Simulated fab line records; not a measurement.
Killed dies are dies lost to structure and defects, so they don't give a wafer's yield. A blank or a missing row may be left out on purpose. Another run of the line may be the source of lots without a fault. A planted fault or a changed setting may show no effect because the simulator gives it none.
Lot-split experiment || flow rit_cmos || route with 202 steps; 5 lots, 23 wafers read

THE SPLIT
At RIT_GATE_EXPOSE_13 (exposes mask M6, target cd 150 nm), the setting dose_mj was moved away from the recipe's 380 on 8 of the 23 wafers read, by -7.2% to +7.5%. The other wafers ran this setting at the recipe's value.

FROM THE SPLIT TO THE READING: what the file shows between them, 7 steps
- RIT_REOX_OXIDATION_03: target thk 25.2 nm, ox time 5580 s (also split here: temp_c)
- RIT_REOX_THK_MEAS_04
- RIT_NLDD_IMPLANT_08 (also split here: energy_kev)
- RIT_PLDD_IMPLANT_08 (also split here: energy_kev)
- RIT_PLDD_STRIP_09: strips in O2, time 180 s
- RIT_SPACER_CLEAN_00: cleans in SC1, time 600 s
- RIT_SPACER_ETCHBACK_05: etches Si3N4 in SF6/CHF3, stops on SiO2, target depth 250 nm, time 240 s (also split here: time_s)

THE READING
etest.pmos_turned.drive_ua_um (the simulator's own value, which no gauge read), at RIT_M1_PROBE_99. The file does not state a usual value for it. Across the 15 wafers here that went through the recipe, the average is 225.5 and the standard deviation 20.

{"wafer": "L077.1", "tool, chamber at the split": "iline_stepper-02, 0", "dose_mj as run": 408.5, "against the recipe": "+7.5%", "etest.pmos_turned.drive_ua_um": 343.4, "against lot-mates on the recipe": "+107.0"}
{"wafer": "L077.2", "tool, chamber at the split": "iline_stepper-02, 0", "dose_mj as run": 380, "against the recipe": "recipe", "etest.pmos_turned.drive_ua_um": 237.8, "against lot-mates on the recipe": "-"}
{"wafer": "L077.3", "tool, chamber at the split": "iline_stepper-02, 0", "dose_mj as run": 380, "against the recipe": "recipe", "etest.pmos_turned.drive_ua_um": 226.7, "against lot-mates on the recipe": "-"}
{"wafer": "L077.4", "tool, chamber at the split": "iline_stepper-02, 0", "dose_mj as run": 408.5, "against the recipe": "+7.5%", "etest.pmos_turned.drive_ua_um": 346.3, "against lot-mates on the recipe": "+109.9"}
{"wafer": "L077.6", "tool, chamber at the split": "iline_stepper-02, 0", "dose_mj as run": 380, "against the recipe": "recipe", "etest.pmos_turned.drive_ua_um": 244.6, "against lot-mates on the recipe": "-"}
{"wafer": "L079.1", "tool, chamber at the split": "iline_stepper-01, 0", "dose_mj as run": 352.6, "against the recipe": "-7.2%", "etest.pmos_turned.drive_ua_um": 174.9, "against lot-mates on the recipe": -70.5}
{"wafer": "L079.2", "tool, chamber at the split": "iline_stepper-01, 0", "dose_mj as run": 380, "against the recipe": "recipe", "etest.pmos_turned.drive_ua_um": 246.3, "against lot-mates on the recipe": "-"}
{"wafer": "L079.4", "tool, chamber at the split": "iline_stepper-01, 0", "dose_mj as run": 380, "against the recipe": "recipe", "etest.pmos_turned.drive_ua_um": 244.6, "against lot-mates on the recipe": "-"}
{"wafer": "L079.5", "tool, chamber at the split": "iline_stepper-01, 0", "dose_mj as run": 352.6, "against the recipe": "-7.2%", "etest.pmos_turned.drive_ua_um": 173.6, "against lot-mates on the recipe": -71.8}
{"wafer": "L079.6", "tool, chamber at the split": "iline_stepper-01, 0", "dose_mj as run": 352.6, "against the recipe": "-7.2%", "etest.pmos_turned.drive_ua_um": 180.6, "against lot-mates on the recipe": -64.8}
{"wafer": "L080.1", "tool, chamber at the split": "iline_stepper-01, 0", "dose_mj as run": 380, "against the recipe": "recipe", "etest.pmos_turned.drive_ua_um": 193, "against lot-mates on the recipe": "-"}
{"wafer": "L080.4", "tool, chamber at the split": "iline_stepper-01, 0", "dose_mj as run": 380, "against the recipe": "recipe", "etest.pmos_turned.drive_ua_um": 195.7, "against lot-mates on the recipe": "-"}
{"wafer": "L080.5", "tool, chamber at the split": "iline_stepper-01, 0", "dose_mj as run": 380, "against the recipe": "recipe", "etest.pmos_turned.drive_ua_um": 191.6, "against lot-mates on the recipe": "-"}
{"wafer": "L081.1", "tool, chamber at the split": "iline_stepper-01, 0", "dose_mj as run": 380, "against the recipe": "recipe", "etest.pmos_turned.drive_ua_um": 221.3, "against lot-mates on the recipe": "-"}
{"wafer": "L081.2", "tool, chamber at the split": "iline_stepper-01, 0", "dose_mj as run": 380, "against the recipe": "recipe", "etest.pmos_turned.drive_ua_um": 215.7, "against lot-mates on the recipe": "-"}
{"wafer": "L081.4", "tool, chamber at the split": "iline_stepper-01, 0", "dose_mj as run": 380, "against the recipe": "recipe", "etest.pmos_turned.drive_ua_um": 226.9, "against lot-mates on the recipe": "-"}
{"wafer": "L081.5", "tool, chamber at the split": "iline_stepper-01, 0", "dose_mj as run": 380, "against the recipe": "recipe", "etest.pmos_turned.drive_ua_um": 224.5, "against lot-mates on the recipe": "-"}
{"wafer": "L081.6", "tool, chamber at the split": "iline_stepper-01, 0", "dose_mj as run": 380, "against the recipe": "recipe", "etest.pmos_turned.drive_ua_um": 216.9, "against lot-mates on the recipe": "-"}
{"wafer": "L085.1", "tool, chamber at the split": "iline_stepper-01, 0", "dose_mj as run": 393.9, "against the recipe": "+3.7%", "etest.pmos_turned.drive_ua_um": 276.1, "against lot-mates on the recipe": "+27.7"}
{"wafer": "L085.2", "tool, chamber at the split": "iline_stepper-01, 0", "dose_mj as run": 380, "against the recipe": "recipe", "etest.pmos_turned.drive_ua_um": 241, "against lot-mates on the recipe": "-"}
{"wafer": "L085.3", "tool, chamber at the split": "iline_stepper-01, 0", "dose_mj as run": 380, "against the recipe": "recipe", "etest.pmos_turned.drive_ua_um": 255.9, "against lot-mates on the recipe": "-"}
{"wafer": "L085.5", "tool, chamber at the split": "iline_stepper-01, 0", "dose_mj as run": 393.9, "against the recipe": "+3.7%", "etest.pmos_turned.drive_ua_um": 286.1, "against lot-mates on the recipe": "+37.7"}
{"wafer": "L085.6", "tool, chamber at the split": "iline_stepper-01, 0", "dose_mj as run": 393.9, "against the recipe": "+3.7%", "etest.pmos_turned.drive_ua_um": 285.7, "against lot-mates on the recipe": "+37.2"}

THE FIT
A straight line over all 23 wafers: etest.pmos_turned.drive_ua_um changes by +11.1 for each +1% of dose_mj; r = +0.89; the points scatter about the line by 22.
The same after taking each lot's own level away (the mean of its wafers on the recipe; 23 wafers): +11.3 for each +1%; r = +0.97; scatter 9.9.
On that fit, the largest move of dose_mj shifts the reading by 85.
The lots' own levels span 193.43 to 248.45, that is 2.8 times the standard deviation above.
Hence the lot-to-lot level has little effect on the slope; both slopes agree.
Check: +82 against its lot-mates is what the line predicts for one of the wafers moved furthest among these (+7.5%) when that wafer is left out of the fit. It came out at +107 against them.

THESE WAFERS: OTHER SPLITS
Other splits were also applied to these wafers ahead of the reading. Each is held against what the fit with the lots' levels taken away leaves over:
{"other split on the same wafers": "RIT_ACTIVE_CVD_03 time_s", "wafers away from the commonest value": 15, "r with etest.pmos_turned.drive_ua_um (lot level and that fit taken away)": "+0.05"}
{"other split on the same wafers": "RIT_ACTIVE_DEVELOP_10 develop_time_s", "wafers away from the commonest value": 5, "r with etest.pmos_turned.drive_ua_um (lot level and that fit taken away)": "+0.26"}
{"other split on the same wafers": "RIT_NWELL_SOFTBAKE_02 temp_c", "wafers away from the commonest value": 8, "r with etest.pmos_turned.drive_ua_um (lot level and that fit taken away)": "+0.18"}
{"other split on the same wafers": "RIT_PWELL_IMPLANT_08 dose_cm2", "wafers away from the commonest value": 7, "r with etest.pmos_turned.drive_ua_um (lot level and that fit taken away)": "+0.30"}
{"other split on the same wafers": "RIT_NRETRO_IMPLANT_08 dose_cm2", "wafers away from the commonest value": 11, "r with etest.pmos_turned.drive_ua_um (lot level and that fit taken away)": -0.34}
{"other split on the same wafers": "RIT_REOX_OXIDATION_03 temp_c", "wafers away from the commonest value": 18, "r with etest.pmos_turned.drive_ua_um (lot level and that fit taken away)": -0.29}
{"other split on the same wafers": "RIT_NLDD_IMPLANT_08 energy_kev", "wafers away from the commonest value": 5, "r with etest.pmos_turned.drive_ua_um (lot level and that fit taken away)": "+0.05"}
{"other split on the same wafers": "RIT_PLDD_IMPLANT_08 energy_kev", "wafers away from the commonest value": 4, "r with etest.pmos_turned.drive_ua_um (lot level and that fit taken away)": "+0.52"}
{"other split on the same wafers": "RIT_SPACER_ETCHBACK_05 time_s", "wafers away from the commonest value": 10, "r with etest.pmos_turned.drive_ua_um (lot level and that fit taken away)": "+0.31"}

THE WHOLE CHAIN: every reading that the file lists as answering this split, in the file's order
{"step": "RIT_M1_PROBE_99", "what it does": "", "reading": "etest.pmos_turned.r_on_ohm_um (the simulator's own value, which no gauge read)", "change (the file's fit)": "-116 for each +1% of the setting", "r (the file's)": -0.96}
{"step": "RIT_M1_PROBE_99", "what it does": "", "reading": "etest.pmos_0p3.r_on_ohm_um (the simulator's own value, which no gauge read)", "change (the file's fit)": "-61.6 for each +1% of the setting", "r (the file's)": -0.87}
{"step": "RIT_M1_PROBE_99", "what it does": "", "reading": "etest.pmos_0p15.r_on_ohm_um (the simulator's own value, which no gauge read)", "change (the file's fit)": "-116 for each +1% of the setting", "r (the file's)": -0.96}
{"step": "RIT_M1_PROBE_99", "what it does": "", "reading": "etest.nmos_turned.drive_ua_um (the simulator's own value, which no gauge read)", "change (the file's fit)": "+15.7 for each +1% of the setting", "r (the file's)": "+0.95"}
{"step": "RIT_M1_PROBE_99", "what it does": "", "reading": "etest.pmos_turned.drive_ua_um (the simulator's own value, which no gauge read)", "change (the file's fit)": "+11.8 for each +1% of the setting", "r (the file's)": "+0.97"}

THE FILE'S OWN FIT
etest.pmos_turned.drive_ua_um changes by +11.8 for each +1% of dose_mj, r = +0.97.
